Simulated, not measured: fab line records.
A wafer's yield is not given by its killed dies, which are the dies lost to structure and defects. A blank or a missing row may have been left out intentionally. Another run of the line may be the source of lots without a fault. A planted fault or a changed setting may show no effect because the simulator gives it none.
The tool behind it: which one? ; flow berkeley cmos170 ; 9 lots with 27 wafers sampled at 4 steps, on a route of 331 steps

## WHAT THE GAUGES SHOWED, per wafer
UCB170_PSD_TW_MEAS_10. Usual: for PSD_TW the level is 2330 and the standard deviation is 14.
lot;measured;on;PSD_TW;flag
L601;day 7 23:23;film metro-01;2316 2322 2314;
L602;day 7 23:31;film metro-02;2340 2350 2356;
L600;day 7 23:55;film metro-01;2333 2323 2314;
L604;day 8 12:26;film metro-01;2315 2314 2306;
L603;day 8 12:46;film metro-01;2306 2317 2315;
L605;day 8 19:42;film metro-04;2967 2982 2960;OFF
L606;day 8 19:49;film metro-02;3010 3019 3021;OFF
L607;day 8 20:05;film metro-01;2965 2974 2979;OFF
L608;day 9 08:04;film metro-04;2992 2998 3009;OFF

UCB170_SDANNEAL_RS_MEAS_02: measurement is done with a four-point probe. Usual: for PSD_RS the level is 75.7 ohm/sq and the standard deviation is 0.31.
lot;measured;on;PSD_RS (ohm/sq);flag
L601;day 8 02:29;film metro-04;75.6 75.8 75.9;
L602;day 8 02:47;film metro-01;75.4 75.6 75.0;
L600;day 8 02:57;film metro-02;76.2 76.2 76.3;
L604;day 8 21:12;film metro-01;75.8 75.9 75.6;
L603;day 8 21:10;film metro-04;75.5 75.2 75.7;
L605;day 9 00:00;film metro-02;147.4 147.3 147.2;OFF
L606;day 9 00:30;film metro-02;147.1 147.3 146.9;OFF
L607;day 9 00:00;film metro-04;146.1 146.5 147.1;OFF
L608;day 9 13:04;film metro-02;146.5 146.6 146.5;OFF

## WHAT TOOL EACH LOT RAN ON (gives the tool, then ch and the chambers of the sampled wafers, and finally the start)
lot;UCB170_PSD_IMPLANT_08;UCB170_PSD_STRIP_09
L601;implanter-01 ch 0, day 7 23:08;plasma asher-04 ch 0,1, day 7 23:17
L602;implanter-04 ch 0, day 7 23:17;plasma asher-01 ch 0,1, day 7 23:25
L600;implanter-02 ch 0, day 7 23:40;plasma asher-04 ch 0,1, day 7 23:48
L604;implanter-02 ch 0, day 8 12:13;plasma asher-01 ch 0,1, day 8 12:20
L603;implanter-02 ch 0, day 8 12:31;plasma asher-03 ch 0,1, day 8 12:40
L605;implanter-02 ch 0, day 8 19:28;plasma asher-04 ch 0,1, day 8 19:35
L606;implanter-01 ch 0, day 8 19:36;plasma asher-01 ch 0,1, day 8 19:44
L607;implanter-02 ch 0, day 8 19:51;plasma asher-04 ch 0,1, day 8 19:58
L608;implanter-04 ch 0, day 9 07:50;plasma asher-01 ch 0,1, day 9 07:59
- UCB170_PSD_IMPLANT_08
- UCB170_PSD_STRIP_09: strips in O2.

## AS READ BY THE TOOLS THEMSELVES (means over the sampled wafers that have a number; for cases with no such wafer, the mark the record gives instead)
UCB170_PSD_STRIP_09. Usual: drypump motor current A 5.9 A, standard deviation 0.48; oes product au 0.600 a.u., standard deviation 0.0043; strip time to endpoint s 29.43 s, standard deviation 0.073.
lot;tool;drypump motor current A (A);oes product au (a.u.);strip time to endpoint s (s);flag
L601;plasma asher-04;6.2;0.603;29.41;
L602;plasma asher-01;5.5;0.598;29.41;
L600;plasma asher-04;5.9;0.598;29.40;
L604;plasma asher-01;5.5;0.599;29.43;
L603;plasma asher-03;6.2;0.600;29.34;
L605;plasma asher-04;5.9;0.615;28.20;OFF
L606;plasma asher-01;5.5;0.615;28.08;OFF
L607;plasma asher-04;5.9;0.618;28.15;OFF
L608;plasma asher-01;5.4;0.620;28.13;OFF

## THE ANSWER, worked out from the rows above alone
Rule: a lot counts as off when the mean over its wafers that have a number is more than 3 standard deviations away from the usual mean. Also off: a lot with no number at a reading for which 4 or more lots have one. The other lots that the step has rows for count as sound. First the gauges in route order, then the tools' own readings, where a lot's mean is used as printed above. At the first step where some lot is off, the reading lying furthest off is the one used; lots without a number count as furthest.
Off: L605, L606, L607, L608, seen at UCB170_PSD_TW_MEAS_10 (PSD_TW).
If a tool, at a process step before that reading, ran all the lots that are off and no sound lot after the first of them, it fits. The gauges at UCB170_PSD_TW_MEAS_10 aren't tried: what is off there is off at UCB170_PSD_STRIP_09 too, on other tools, and a gauge's error can't cause that. No candidate that was tried fits.

## WHAT THE SIMULATOR HAD INSERTED
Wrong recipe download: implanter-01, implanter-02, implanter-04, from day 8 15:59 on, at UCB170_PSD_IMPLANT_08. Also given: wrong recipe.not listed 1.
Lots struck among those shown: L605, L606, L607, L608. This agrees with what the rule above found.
